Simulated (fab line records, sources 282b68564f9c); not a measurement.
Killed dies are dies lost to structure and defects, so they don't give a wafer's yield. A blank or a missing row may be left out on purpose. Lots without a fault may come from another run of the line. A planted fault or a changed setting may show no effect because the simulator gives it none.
fab line records | flow rit_cmos
record lots=13 wafers=39 last_day=7
route steps=202 shown PRETRO@73 REOX@101 PSD@151 M1@198
lots that met no fault: from a run of the same line without faults
start_h: hours from the record's first day to the start of the lot's first wafer shown | wait_h: hours since the lot's step before | " the same as in the row above | L1.1+2: a row that stands for several wafers | - no value, or no start given | * or withheld: withheld | < > ~ a bound
route shown NAME@n: a module of which the file shows steps, and the number in the route of the first | usual: mean/standard deviation of fault-free wafers | same: alike in all rows | chamber/n: place in a boat | sites: the reading at each site | _std_site: their standard deviation | _edge_site: outer sites' mean less inner sites' | radius_mm: how far each site lies from the wafer's centre | mask NAME#n: copy n | behind: the tool/chamber that last shaped the wafer | hold: why the lot was held/for how many hours/how that ended | device: the transistor (n, p or np) that didn't switch | end of line: the same wafers' tests at the end of the route | a step without rows: its recipe alone | killed: dies lost to structure and defects at the first sort, not the wafer's yield | map: a wafer's dies, x killed, . not, _ none there
set.NAME: the setting as run; set.NAME@STEP: as run at that earlier step | model.NAME: the simulator's own value behind a step, which no gauge read
steps of the route over a sample of lots; a table a step, a row a wafer
services: from which hour (start_h, from the record's first day; less than 0 if before it) a tool's chamber was out of use, for how many hours, and why
## steps
# step RIT_PRETRO_STRIP_09
# recipe chemistry=O2 time_s=180 resist=NOVOLAK platen_temp_c=withheld power_w=500 pressure_mtorr=4000 o2_flow_sccm=4000
# usual drypump_motor_current_A=5.5/0.44
# columns lot.wafer tool chamber start_h wait_h drypump_motor_current_A rf_hours_counter_h
L653.2 plasma_asher-03 0 44.41 0.1 5.3 39
L653.3 " 0 " " 5.3 -
L653.5 " 1 " " 5.2 -
L655.2 plasma_asher-02 1 57.52 0.1 6.0 39
L655.4 " 0 " " 5.7 -
L655.6 " 1 " " 6.0 -
L656.1 plasma_asher-02 1 63.31 0.1 6.0 39
L656.2 " 0 " " 5.7 39
L656.3 " 1 " " 6.0 -
L657.2 plasma_asher-01 1 67.00 0.1 5.9 29
L657.4 " 0 " " 4.8 -
L657.5 " 0 " " 4.7 -
L659.1 plasma_asher-01 0 75.94 0.1 4.7 30
L659.3 " 0 " " 4.8 -
L659.5 " 0 " " 4.7 -
L664.2 plasma_asher-01 0 98.26 0.1 4.8 32
L664.3 " 1 " " 5.9 -
L664.5 " 0 " " 4.8 -
L668.2 plasma_asher-02 0 118.05 0.1 5.7 46
L668.3 " 0 " " 5.7 -
L668.6 " 0 " " 5.7 -
L669.1 plasma_asher-03 0 124.31 0.1 5.3 0
L669.2 " 1 " " 5.2 0
L669.3 " 1 " " 5.2 -
L670.1 plasma_asher-02 0 129.55 0.1 5.7 47
L670.2 " 1 " " 5.9 47
L670.5 " 0 " " 5.7 -
L671.1 plasma_asher-02 1 132.48 0.1 6.0 48
L671.2 " 0 " " 5.7 48
L671.5 " 1 " " 6.0 -
L672.1 plasma_asher-03 0 139.16 0.1 5.3 2
L672.3 " 0 " " 5.3 -
L672.4 " 1 " " 5.2 -
L673.1 plasma_asher-02 0 144.13 0.1 5.6 49
L673.2 " 1 " " 6.0 49
L673.4 " 0 " " 5.7 -
L674.2 plasma_asher-03 0 149.17 0.1 5.3 3
L674.5 " 0 " " 5.3 -
L674.6 " 1 " " 5.2 -
# step RIT_REOX_OXIDATION_03
# recipe temp_c=900 ambient=O2 target_thk_a=252 ox_time_s=5580
# usual spike_tc_load_C=923/3.1 zone_power_source_pct=25.2/0.93
# columns lot.wafer tool chamber start_h wait_h spike_tc_load_C zone_power_source_pct
L653.2 furnace-04 0 54.29 2.1 924 24.0
L653.3 " 0 " " 925 24.2
L653.5 " 0 " " 923 24.6
L655.2 furnace-04 0 64.80 0.6 925 24.7
L655.4 " 0 " " 925 24.5
L655.6 " 0 " " 927 23.8
L656.1 furnace-01 0 70.34 0.0 919 26.5
L656.2 " 0 " " 918 26.4
L656.3 " 0 " " 922 26.0
L657.2 furnace-04 0 73.76 0.0 925 24.2
L657.4 " 0 " " 925 24.0
L657.5 " 0 " " 925 24.1
L659.1 furnace-01 0 86.94 2.0 921 26.2
L659.3 " 0 " " 920 25.4
L659.5 " 0 " " 919 26.1
L664.2 furnace-01 0 105.20 1.1 920 26.7
L664.3 " 0 " " 918 26.0
L664.5 " 0 " " 919 25.7
L668.2 furnace-01 0 128.10 1.2 920 25.6
L668.3 " 0 " " 918 26.4
L668.6 " 0 " " 919 26.1
L669.1 furnace-01 0 132.58 1.9 920 26.5
L669.2 " 0 " " 920 26.3
L669.3 " 0 " " 920 25.9
L670.1 furnace-01 0 138.29 0.0 920 26.4
L670.2 " 0 " " 919 26.0
L670.5 " 0 " " 919 26.7
L671.1 furnace-01 0 140.84 0.3 920 25.8
L671.2 " 0 " " 919 26.1
L671.5 " 0 " " 919 26.0
L672.1 furnace-03 0 147.99 1.4 927 25.7
L672.3 " 0 " " 927 25.5
L672.4 " 0 " " 925 25.6
L673.1 furnace-03 0 152.49 0.0 926 25.6
L673.2 " 0 " " 927 25.6
L673.4 " 0 " " 928 25.7
L674.2 furnace-04 0 155.42 0.4 926 24.3
L674.5 " 0 " " 924 24.6
L674.6 " 0 " " 926 24.2
# step RIT_PSD_STRIP_09
# recipe chemistry=O2 time_s=180 resist=NOVOLAK platen_temp_c=withheld power_w=500 pressure_mtorr=4000 o2_flow_sccm=4000
# usual drypump_motor_current_A=5.7/0.43
# columns lot.wafer tool chamber start_h wait_h drypump_motor_current_A rf_hours_counter_h
L653.2 plasma_asher-02 0 65.26 0.1 5.7 40
L653.3 " 0 " " 5.7 -
L653.5 " 1 " " 6.0 -
L655.2 plasma_asher-02 1 76.05 0.1 6.0 41
L655.4 " 1 " " 6.0 -
L655.6 " 0 " " 5.7 -
L656.1 plasma_asher-04 0 81.25 0.1 5.9 42
L656.2 " 1 " " 5.8 42
L656.3 " 0 " " 5.9 -
L657.2 plasma_asher-02 1 84.66 0.1 6.0 42
L657.4 " 1 " " 6.0 -
L657.5 " 1 " " 6.0 -
L659.1 plasma_asher-02 1 97.95 0.1 6.0 44
L659.3 " 1 " " 6.0 -
L659.5 " 0 " " 5.7 -
L664.2 plasma_asher-04 1 116.49 0.1 5.8 46
L664.3 " 1 " " 5.9 -
L664.5 " 1 " " 5.8 -
L668.2 plasma_asher-01 0 138.91 0.1 4.8 37
L668.3 " 0 " " 4.8 -
L668.6 " 0 " " 4.8 -
L669.1 plasma_asher-01 0 143.51 0.1 4.8 38
L669.2 " 1 " " 5.9 38
L669.3 " 1 " " 5.9 -
L670.1 plasma_asher-02 0 149.32 0.1 5.7 50
L670.2 " 1 " " 6.0 50
L670.5 " 0 " " 5.7 -
L671.1 plasma_asher-04 0 151.79 0.1 5.9 50
L671.2 " 1 " " 5.9 50
L671.5 " 1 " " 5.8 -
L672.1 plasma_asher-04 1 158.94 0.1 5.8 51
L672.3 " 0 " " 5.9 -
L672.4 " 1 " " 5.8 -
L673.1 plasma_asher-01 0 163.44 0.1 4.7 40
L673.2 " 1 " " 5.9 40
L673.4 " 0 " " 4.8 -
L674.2 plasma_asher-04 1 166.26 0.1 5.8 52
L674.5 " 1 " " 5.8 -
L674.6 " 0 " " 5.9 -
# step RIT_M1_STRIP_14
# recipe chemistry=O2 time_s=180 platen_temp_c=withheld power_w=500 pressure_mtorr=4000 o2_flow_sccm=4000
# usual drypump_motor_current_A=5.69/0.28
# columns lot.wafer tool chamber start_h wait_h drypump_motor_current_A rf_hours_counter_h
L653.2 plasma_asher-02 1 71.41 0.0 5.97 41
L653.3 " 0 " " 5.64 -
L653.5 " 1 " " 5.98 -
L655.2 plasma_asher-02 1 82.03 0.0 6.01 42
L655.4 " 0 " " 5.74 -
L655.6 " 1 " " 5.98 -
L656.1 plasma_asher-03 1 87.47 0.0 5.16 44
L656.2 " 0 " " 5.29 44
L656.3 " 0 " " 5.29 -
L657.2 plasma_asher-02 0 90.78 0.0 5.69 43
L657.4 " 1 " " 6.00 -
L657.5 " 1 " " 5.99 -
L659.1 plasma_asher-03 1 104.59 0.0 5.17 46
L659.3 " 1 " " 5.20 -
L659.5 " 0 " " 5.29 -
L664.2 plasma_asher-04 0 122.81 0.0 5.81 47
L664.3 " 1 " " 5.84 -
L664.5 " 0 " " 5.89 -
L668.2 plasma_asher-04 1 145.16 0.0 5.81 50
L668.3 " 0 " " 5.86 -
L668.6 " 0 " " 5.85 -
L669.1 plasma_asher-04 0 149.80 0.0 5.85 50
L669.2 " 1 " " 5.82 50
L669.3 " 0 " " 5.88 -
L670.1 plasma_asher-02 1 155.55 0.0 5.98 50
L670.2 " 0 " " 5.69 50
L670.5 " 1 " " 5.98 -
L671.1 plasma_asher-03 1 158.13 0.0 5.22 4
L671.2 " 0 " " 5.29 4
L671.5 " 1 " " 5.20 -
L672.1 plasma_asher-02 1 165.12 0.0 6.01 51
L672.3 " 0 " " 5.73 -
L672.4 " 1 " " 6.01 -
L673.1 plasma_asher-03 1 169.88 0.0 5.21 5
L673.2 " 0 " " 5.29 5
L673.4 " 0 " " 5.29 -
L674.2 plasma_asher-02 1 172.43 0.0 6.00 52
L674.5 " 0 " " 5.67 -
L674.6 " 1 " " 5.99 -
# step RIT_M1_PROBE_99
# usual killed_at_contacts=0.1/0.3 killed_at_front_end=6.7/2.6 killed_dies=6.8/2.6 killed_on_rim=1.9/1.3 killed_open=3.3/1.7 killed_short=3.4/2
# same gross_dies=264 killed_at_M0_to_M3=0 killed_at_M4_up=0 killed_at_back_side=0 killed_at_other=0
# columns lot.wafer tool chamber start_h wait_h killed_at_contacts killed_at_front_end killed_dies killed_on_rim killed_open killed_short
L655.2 prober-01 - 83.99 0.1 0 47 47 14 3 4
L655.4 prober-01 - 84.09 0.2 0 55 55 10 4 4
L655.6 prober-01 - 84.19 0.2 0 54 54 13 1 4
L657.2 prober-01 - 92.74 0.1 0 53 53 18 2 2
L657.4 prober-01 - 92.84 0.2 0 58 58 18 4 2
L657.5 prober-01 - 92.89 0.2 0 47 47 14 5 2
# killed by level:class
L655.2 REOX:unspecified=40 REOX:geometric_particle:short=3 GATE:geometric_particle:open=2 FOX2:geometric_particle:open=1 GATE:geometric_particle:short=1
L655.4 REOX:unspecified=47 GATE:geometric_particle:short=3 GATE:geometric_particle:open=2 ACTIVE:geometric_particle:open=1 FOX1:geometric_particle:open=1 FOX1:geometric_particle:short=1
L655.6 REOX:unspecified=48 REOX:geometric_particle:short=3 GATE:geometric_particle:short=1 SILICIDE:geometric_particle:open=1 PLDD:coat_microbubble_printed=1
L657.2 REOX:unspecified=49 GATE:geometric_particle:short=2 FOX1:geometric_particle:open=1 GATE:geometric_particle:open=1
L657.4 REOX:unspecified=52 FOX1:geometric_particle:short=2 GATE:geometric_particle:open=2 FOX1:geometric_particle:open=1 FOX2:geometric_particle:open=1
L657.5 REOX:unspecified=40 GATE:geometric_particle:open=2 FOX1:geometric_particle:open=1 FOX1:geometric_particle:short=1 FOX2:geometric_particle:open=1 FOX2:geometric_particle:short=1 SILICIDE:geometric_particle:open=1
## services
# columns tool chamber start_h hours kind
furnace-03 - 35.74 7.0 pm
plasma_asher-04 - 62.96 15.9 pm
plasma_asher-02 - 67.06 1.2 repair
plasma_asher-03 - 107.08 5.2 repair
plasma_asher-03 - 112.27 9.0 pm
plasma_asher-03 0 112.27 9.0 vent_cycle
plasma_asher-03 1 112.27 9.0 vent_cycle
plasma_asher-03 0 121.27 - clean
plasma_asher-03 1 121.27 - clean
furnace-03 - 128.07 3.9 pm
furnace-03 - 160.12 3.6 pm
furnace-04 - 163.28 1.5 repair
plasma_asher-04 - 170.81 2.8 pm
## key
first_sign step=RIT_M1_PROBE_99 reading=killed_at_front_end direction=up sigmas=17 usual=6.7 struck=52.3
effect step=RIT_M1_PROBE_99 reading=killed_dies direction=up sigmas=17 usual=6.8 struck=52.3
met_at RIT_REOX_OXIDATION_03
struck_lots L655,L657
tester_left_out L655,L657
not_acting_at RIT_PRETRO_STRIP_09,RIT_PSD_STRIP_09,RIT_M1_STRIP_14
onset_between 54.29 64.80
fault kind=chamber_particle_source tool=furnace-04 chamber=- onset_h=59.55 steps=RIT_REOX_OXIDATION_03 rate_per_visit_cm2=0.40868 end_h=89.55
# tester_left_out: of these lots the tester's yield and bins aren't shown, on N5 and GAA mostly nor the transistor test; their killed dies are dies lost to structure and defects alone, not to doping, threshold or leakage, so they don't give the yield
